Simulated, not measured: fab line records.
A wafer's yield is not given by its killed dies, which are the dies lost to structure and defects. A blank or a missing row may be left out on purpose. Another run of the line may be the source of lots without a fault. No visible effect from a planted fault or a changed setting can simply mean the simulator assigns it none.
A struck lot beside a sound one	flow ritCmos	14 steps out of a route of 202
Sound: the wafers L143.2, L143.3, L143.6. Wafers struck: L146.2, L146.5, L146.6. Last of all comes the cause.
Each step with rows lists, per side, the tool, then ch with its chambers, then its first start. Under that, the readings that differ: sound wafers	struck wafers	difference of the means	sigmas: that difference in standard deviations of wafers without a fault.
alike: same words and numbers on both sides, and readings whose means sit less than 2 such deviations apart. not compared: any withheld reading, any reading some wafer has no value for, any bound like >300 that may hide the same value, and any number with overlapping values for which the record gives no deviation.
A row with sigmas, a row that says differs or no value, or rows on one side alone: a step with any of these is where the two part. Non-overlapping numbers with no deviation appear without sigmas and do not part them. Lack of a reading on every wafer of one side parts them only where that side has two or more wafers.

first, 3 steps without rows for these wafers: RIT_GATE_CLEAN_02 (cleans in dHF, time 30 s); RIT_GATE_CLEAN_03 (cleans in SC2, time 600 s); RIT_GATE_CLEAN_04 (cleans in dHF, time 60 s).
RIT_FOX2_THK_MEAS_91:
  struck on filmMetro-01, day 4 07:22; sound on filmMetro-01, day 3 15:06
reading	sound	struck	difference	sigmas
FIELD_OXIDE_LEFT_2_THK (nm)	254 258 249	283 274 273	+23	+3
then, 2 steps without rows for these wafers: RIT_GATE_OXIDATION_05 (target thk 3 nm, ox time 270 s); RIT_GATE_ANNEAL_06 (time 600 s).
RIT_GATE_THK_MEAS_07:
  struck on filmMetro-01, day 4 11:18; sound on filmMetro-01, day 3 16:29
  alike: GATE_OXIDE_THK
then, 1 step without rows for these wafers: RIT_GATE_CVD_08 (deposits poly-Si from SiH4, target thk 250 nm, time 2220 s).
RIT_GATE_THK_MEAS_09:
  struck on filmMetro-03, day 4 12:59; sound on filmMetro-04, day 3 19:02
  alike: GATE_POLY_THK
then, 3 steps without rows for these wafers: RIT_GATE_HMDS_10 (prime time 60 s); RIT_GATE_COAT_11 (resist thk 850 nm); RIT_GATE_SOFTBAKE_12 (time 60 s).
RIT_GATE_EXPOSE_13: exposes mask M6, target cd 150 nm.
  sound on ilineStepper-01 ch 0, day 3 19:41; struck on ilineStepper-01, day 4 13:38
  no value came back on the struck wafers for exposureDoseMJCm2, focusOffsetNm (nm), na; on the sound wafers exposureDoseMJCm2 reads 379.8 378.9 379.6
  alike: mask
following that, these wafers have no rows for 1 step: RIT_GATE_PEB_14.

WHERE THEY PART
At RIT_FOX2_THK_MEAS_91 first; at RIT_GATE_EXPOSE_13 last (within this record only).

WHY: the cause the simulator had injected
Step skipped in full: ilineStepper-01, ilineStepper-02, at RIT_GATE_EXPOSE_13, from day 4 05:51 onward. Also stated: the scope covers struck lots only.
